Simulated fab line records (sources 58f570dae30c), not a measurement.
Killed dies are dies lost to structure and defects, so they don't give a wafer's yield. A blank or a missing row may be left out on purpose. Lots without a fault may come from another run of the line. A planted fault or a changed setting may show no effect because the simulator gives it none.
The tool behind it: which one? || flow berkeley cmos170 || 15 lots, 45 wafers sampled, at 4 steps of a route of 331

== WHAT THE GAUGES SHOWED, per wafer ==
UCB170_START_BOW_MEAS_00.
{"lot": "L225", "measured": "day 1 15:00", "on": "film metro-02", "INCOMING_BOW (um)": "10 -1 4"}
{"lot": "L227", "measured": "day 2 01:00", "on": "film metro-02", "INCOMING_BOW (um)": "-6 -2 0"}
{"lot": "L229", "measured": "day 2 11:01", "on": "film metro-04", "INCOMING_BOW (um)": "5 4 13"}
{"lot": "L230", "measured": "day 2 16:04", "on": "film metro-02", "INCOMING_BOW (um)": "-2 -7 -3"}
{"lot": "L231", "measured": "day 2 21:00", "on": "film metro-03", "INCOMING_BOW (um)": "-1 -1 9"}
{"lot": "L232", "measured": "day 3 02:04", "on": "film metro-04", "INCOMING_BOW (um)": "-5 -1 -3"}
{"lot": "L233", "measured": "day 3 07:00", "on": "film metro-04", "INCOMING_BOW (um)": "-1 -16 7"}
{"lot": "L238", "measured": "day 4 08:01", "on": "film metro-02", "INCOMING_BOW (um)": "3 6 -2"}
{"lot": "L239", "measured": "day 4 13:02", "on": "film metro-04", "INCOMING_BOW (um)": "8 3 14"}
{"lot": "L241", "measured": "day 4 23:01", "on": "film metro-02", "INCOMING_BOW (um)": "15 2 -5"}
{"lot": "L242", "measured": "day 5 04:00", "on": "film metro-04", "INCOMING_BOW (um)": "1 3 0"}
{"lot": "L243", "measured": "day 5 09:01", "on": "film metro-03", "INCOMING_BOW (um)": "-10 9 7"}
{"lot": "L245", "measured": "day 5 19:00", "on": "film metro-02", "INCOMING_BOW (um)": "8 0 6"}
{"lot": "L246", "measured": "day 6 00:00", "on": "film metro-03", "INCOMING_BOW (um)": "6 3 0"}
{"lot": "L247", "measured": "day 6 05:05", "on": "film metro-03", "INCOMING_BOW (um)": "6 -4 4"}

UCB170_V1_THK_MEAS_01.
{"lot": "L225", "measured": "day 8 09:18", "on": "film metro-01", "V1_TEOS_THK (nm)": "1995 2043 2019"}
{"lot": "L227", "measured": "day 8 17:28", "on": "film metro-01", "V1_TEOS_THK (nm)": "2023 2017 2028"}
{"lot": "L229", "measured": "day 8 21:28", "on": "film metro-02", "V1_TEOS_THK (nm)": "2006 1994 2047"}
{"lot": "L230", "measured": "day 8 18:49", "on": "film metro-02", "V1_TEOS_THK (nm)": "1981 2027 2039"}
{"lot": "L231", "measured": "day 9 14:34", "on": "film metro-01", "V1_TEOS_THK (nm)": "1969 2029 2026"}
{"lot": "L232", "measured": "day 9 15:55", "on": "film metro-02", "V1_TEOS_THK (nm)": "2006 2016 2006"}
{"lot": "L233", "measured": "day 9 15:53", "on": "film metro-01", "V1_TEOS_THK (nm)": "2017 1994 2030"}
{"lot": "L238", "measured": "day 11 12:48", "on": "film metro-02", "V1_TEOS_THK (nm)": "1995 2026 1993"}
{"lot": "L239", "measured": "day 11 11:22", "on": "film metro-02", "V1_TEOS_THK (nm)": "2036 2044 2034"}
{"lot": "L241", "measured": "day 11 23:26", "on": "film metro-03", "V1_TEOS_THK (nm)": "2009 2005 2025"}
{"lot": "L242", "measured": "day 12 00:45", "on": "film metro-01", "V1_TEOS_THK (nm)": "1966 1998 1992"}
{"lot": "L243", "measured": "day 12 02:06", "on": "film metro-01", "V1_TEOS_THK (nm)": "2007 1997 2007"}
{"lot": "L245", "measured": "day 12 16:27", "on": "film metro-02", "V1_TEOS_THK (nm)": "2002 2019 2020"}
{"lot": "L246", "measured": "day 12 17:47", "on": "film metro-03", "V1_TEOS_THK (nm)": "1999 1965 2060"}
{"lot": "L247", "measured": "day 13 00:44", "on": "film metro-01", "V1_TEOS_THK (nm)": "2031 2057 1998"}

UCB170_V2_OVL_MEAS_13.
{"lot": "L225", "measured": "day 8 18:18", "on": "overlay-01", "V2_OVL (nm)": "3 -2 -10"}
{"lot": "L227", "measured": "day 9 01:08", "on": "overlay-02", "V2_OVL (nm)": "-12 -10 -8"}
{"lot": "L229", "measured": "day 9 07:20", "on": "overlay-02", "V2_OVL (nm)": "-4 4 4"}
{"lot": "L230", "measured": "day 9 02:50", "on": "overlay-02", "V2_OVL (nm)": "-9 2 -5"}
{"lot": "L231", "measured": "day 9 23:00", "on": "overlay-01", "V2_OVL (nm)": "0 -6 0"}
{"lot": "L232", "measured": "day 9 23:17", "on": "overlay-02", "V2_OVL (nm)": "-8 0 -5"}
{"lot": "L233", "measured": "day 9 23:31", "on": "overlay-01", "V2_OVL (nm)": "3 2 -2"}
{"lot": "L238", "measured": "day 11 21:25", "on": "overlay-02", "V2_OVL (nm)": "-7 -8 -2"}
{"lot": "L239", "measured": "day 11 18:32", "on": "overlay-02", "V2_OVL (nm)": "-11 -6 -8"}
{"lot": "L241", "measured": "day 12 07:47", "on": "overlay-01", "V2_OVL (nm)": "4 -5 -4"}
{"lot": "L242", "measured": "day 12 08:31", "on": "overlay-02", "V2_OVL (nm)": "-3 6 1"}
{"lot": "L243", "measured": "day 12 09:11", "on": "overlay-01", "V2_OVL (nm)": "14 3 9"}
{"lot": "L245", "measured": "day 13 01:20", "on": "overlay-01", "V2_OVL (nm)": "1 4 3"}
{"lot": "L246", "measured": "day 13 01:35", "on": "overlay-02", "V2_OVL (nm)": "-8 -3 -7"}
{"lot": "L247", "measured": "day 13 10:01", "on": "overlay-02", "V2_OVL (nm)": "2 4 7"}

== WHICH TOOL RAN EACH LOT (tool, then ch and the chambers of the sampled wafers, then the start) ==
{"lot": "L225", "UCB170_PFIELD_EXPOSE_03": "krf scanner-02 ch 0, day 5 05:01"}
{"lot": "L227", "UCB170_PFIELD_EXPOSE_03": "krf scanner-01 ch 0, day 5 04:11"}
{"lot": "L229", "UCB170_PFIELD_EXPOSE_03": "krf scanner-01 ch 0, day 5 16:53"}
{"lot": "L230", "UCB170_PFIELD_EXPOSE_03": "krf scanner-01 ch 0, day 5 17:08"}
{"lot": "L231", "UCB170_PFIELD_EXPOSE_03": "krf scanner-01, day 6 04:13"}
{"lot": "L232", "UCB170_PFIELD_EXPOSE_03": "krf scanner-02, day 6 04:33"}
{"lot": "L233", "UCB170_PFIELD_EXPOSE_03": "krf scanner-01, day 6 04:59"}
{"lot": "L238", "UCB170_PFIELD_EXPOSE_03": "krf scanner-02 ch 0, day 8 00:10"}
{"lot": "L239", "UCB170_PFIELD_EXPOSE_03": "krf scanner-02 ch 0, day 8 00:04"}
{"lot": "L241", "UCB170_PFIELD_EXPOSE_03": "krf scanner-01 ch 0, day 8 12:08"}
{"lot": "L242", "UCB170_PFIELD_EXPOSE_03": "krf scanner-01 ch 0, day 8 12:01"}
{"lot": "L243", "UCB170_PFIELD_EXPOSE_03": "krf scanner-01 ch 0, day 8 19:50"}
{"lot": "L245", "UCB170_PFIELD_EXPOSE_03": "krf scanner-01 ch 0, day 9 06:36"}
{"lot": "L246", "UCB170_PFIELD_EXPOSE_03": "krf scanner-02 ch 0, day 9 06:50"}
{"lot": "L247", "UCB170_PFIELD_EXPOSE_03": "krf scanner-01 ch 0, day 9 17:19"}
- UCB170_PFIELD_EXPOSE_03: exposes mask PFIELD, target cd 1500 nm.

== AS READ BY THE TOOLS THEMSELVES (means over the sampled wafers that have a number; for cases with no such wafer, the mark the record gives instead) ==
UCB170_PFIELD_EXPOSE_03.
{"lot": "L225", "tool": "krf scanner-02", "exposure dose mJ cm2": 29.99, "focus offset nm (nm)": -0.1}
{"lot": "L227", "tool": "krf scanner-01", "exposure dose mJ cm2": 29.98, "focus offset nm (nm)": 0.1}
{"lot": "L229", "tool": "krf scanner-01", "exposure dose mJ cm2": 29.98, "focus offset nm (nm)": 0.1}
{"lot": "L230", "tool": "krf scanner-01", "exposure dose mJ cm2": 30.01, "focus offset nm (nm)": 0.7}
{"lot": "L231", "tool": "krf scanner-01", "exposure dose mJ cm2": "-", "focus offset nm (nm)": "-"}
{"lot": "L232", "tool": "krf scanner-02", "exposure dose mJ cm2": "-", "focus offset nm (nm)": "-"}
{"lot": "L233", "tool": "krf scanner-01", "exposure dose mJ cm2": "-", "focus offset nm (nm)": "-"}
{"lot": "L238", "tool": "krf scanner-02", "exposure dose mJ cm2": 30.01, "focus offset nm (nm)": -0.6}
{"lot": "L239", "tool": "krf scanner-02", "exposure dose mJ cm2": 29.99, "focus offset nm (nm)": 0.3}
{"lot": "L241", "tool": "krf scanner-01", "exposure dose mJ cm2": 29.98, "focus offset nm (nm)": 0.1}
{"lot": "L242", "tool": "krf scanner-01", "exposure dose mJ cm2": 29.99, "focus offset nm (nm)": -0.3}
{"lot": "L243", "tool": "krf scanner-01", "exposure dose mJ cm2": 30.03, "focus offset nm (nm)": 0.4}
{"lot": "L245", "tool": "krf scanner-01", "exposure dose mJ cm2": 29.96, "focus offset nm (nm)": 0.4}
{"lot": "L246", "tool": "krf scanner-02", "exposure dose mJ cm2": 30.06, "focus offset nm (nm)": 0.9}
{"lot": "L247", "tool": "krf scanner-01", "exposure dose mJ cm2": 29.98, "focus offset nm (nm)": -0.0}

== THE ANSWER, worked out from the rows above alone ==
Rule: usual is defined by the lots themselves. Put in order of their means at a reading, lots are off if they are a third of the lots or fewer, leave a main group of 4 or more, and stand apart from it by a gap of 3 or more times the standard deviation of the main group's means; of several such gaps the widest counts. Not used: any main group whose means are identical at the precision the tables above print for the reading. Also off: a lot with no number at a reading for which 4 or more lots have one. Any other lot the step has rows for is counted as sound. The gauges are gone through in route order, then the tools' own readings, and for those a lot's mean is taken as printed above. At the first step where some lot is off, the reading lying furthest off is the one used; lots without a number count as furthest.
Off: L231, L232, L233, at UCB170_PFIELD_EXPOSE_03 (exposure dose mJ cm2). Without a number there: L231, L232, L233. The main group has a mean of 30.00 with a standard deviation of 0.026.
If a tool, at that step or one of the process steps before it, ran each lot that is off and ran no sound lot following the first of them, it fits. No candidate that was tried fits.

== WHAT THE SIMULATOR HAD INSERTED ==
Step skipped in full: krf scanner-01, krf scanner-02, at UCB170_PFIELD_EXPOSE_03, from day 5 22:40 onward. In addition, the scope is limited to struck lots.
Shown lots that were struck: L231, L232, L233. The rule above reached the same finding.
